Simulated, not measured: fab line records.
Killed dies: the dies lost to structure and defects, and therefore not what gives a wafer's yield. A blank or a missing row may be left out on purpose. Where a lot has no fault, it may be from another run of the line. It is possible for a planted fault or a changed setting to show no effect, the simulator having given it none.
A lot that was struck, set against a sound lot / flow berkeley cmos170 / 15 out of 331 route steps
Sound: wafers L386.2, L386.4, L386.6. The struck wafers were L404.3, L404.4, L404.6. Last of all comes the cause.
At each step with rows: each side's tool, then ch and its chambers, then its first start. Under that, the readings that differ: sound wafers / struck wafers / difference of the means / sigmas: that difference in standard deviations of wafers without a fault.
alike: same words and numbers on both sides, and readings whose means sit less than 2 such deviations apart. not compared: any withheld reading, any reading some wafer has no value for, any bound like >300 that may hide the same value, and any number with overlapping values for which the record gives no deviation.
A row with sigmas, a row that says differs or no value, or rows on one side alone: a step with any of these is where the two part. When numbers do not overlap yet have no deviation, they are printed without sigmas and do not part them. Lack of a reading on every wafer of one side parts them only where that side has two or more wafers.

first, 5 steps without rows for these wafers: UCB170_M1_COAT_04 (resist thk 900 nm); UCB170_M1_SOFTBAKE_05 (time 60 s); UCB170_M1_EXPOSE_06 (exposes mask METAL1, target cd 700 nm); UCB170_M1_PEB_07; UCB170_M1_DEVELOP_08 (develop time 45 s).
UCB170_M1_CD_MEAS_09 targets a cd of 700 nm.
  sound: cd sem-02 at day 7 16:14; struck: cd sem-02 at day 11 12:07
  alike: cd nm
UCB170_M1_OVL_MEAS_10:
  sound: overlay-01 at day 7 16:21; struck: overlay-02 at day 11 12:13
  alike: M1_OVL
UCB170_M1_ETCH_11: etches BARC in N2/H2.
  sound on rie diel-04 ch 0,1,2, day 7 16:23; struck on rie diel-02 ch 0,2,3, day 11 12:14
  alike: drypump motor current A, oes product au, throttle valve pct
UCB170_M1_METAL_ETCH_12: etches Al in Cl2/BCl3, stops on PSG, target depth 780 nm, time 130 s.
  sound on rie metal-02 ch 1, day 7 16:25; struck on rie metal-02 ch 0,1, day 11 12:19
  alike: drypump motor current A, oes product au, throttle valve pct
  not compared: rf hours counter h
UCB170_M1_STRIP_13: strips in O2.
  sound on plasma asher-01 ch 0,1, day 7 16:33; struck on plasma asher-04 ch 0,1, day 11 12:26
  alike: drypump motor current A, oes product au
  not compared: rf hours counter h
UCB170_M1_CD_MEAS_90 targets a cd of 700 nm.
  sound: cd sem-01 at day 7 16:40; struck: cd sem-02 at day 11 12:33
  alike: cd nm
then, 1 step without rows for these wafers: UCB170_M1_ANNEAL_14 (time 1200 s).
UCB170_V1_CVD_00: deposits SiO2 from TEOS/O2, target thk 2000 nm, time 250 s.
  sound on pecvd-03 ch 1,2, day 7 19:17; struck on pecvd-01 ch 0,1, day 11 14:55
reading=run length s (s); sound=277.6 277.1 277.9; struck=387.4 387.4 386.6; difference=+109.6; sigmas=+99 or more
reading=model.SiO2_of_V1_CVD_00.thk nm (nm); sound=1943 1991 1987; struck=2852 2885 2891; difference=+902; sigmas=
  alike: heater power w
UCB170_V1_THK_MEAS_01:
  sound: film metro-01 at day 7 19:27; struck: film metro-03 at day 11 15:05
reading=V1_TEOS_THK (nm); sound=1944 1991 1987; struck=2852 2884 2890; difference=+901; sigmas=+33
UCB170_V1_CMP_02: polishes SiO2.
  sound on cmp-02 ch 0,2,3, day 7 19:36; struck on cmp-02 ch 1,2, day 11 15:08
  alike: motor current A, platen rpm, slurry flow ml min

WHERE THEY PART
At UCB170_V1_CVD_00 first; at UCB170_V1_THK_MEAS_01 last (within this record only). Later steps at which nothing parts them and some readings are alike: UCB170_V1_CMP_02.

WHY: what the simulator had put in
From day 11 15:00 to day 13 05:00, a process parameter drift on pecvd-01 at UCB170_V1_CVD_00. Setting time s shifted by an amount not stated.
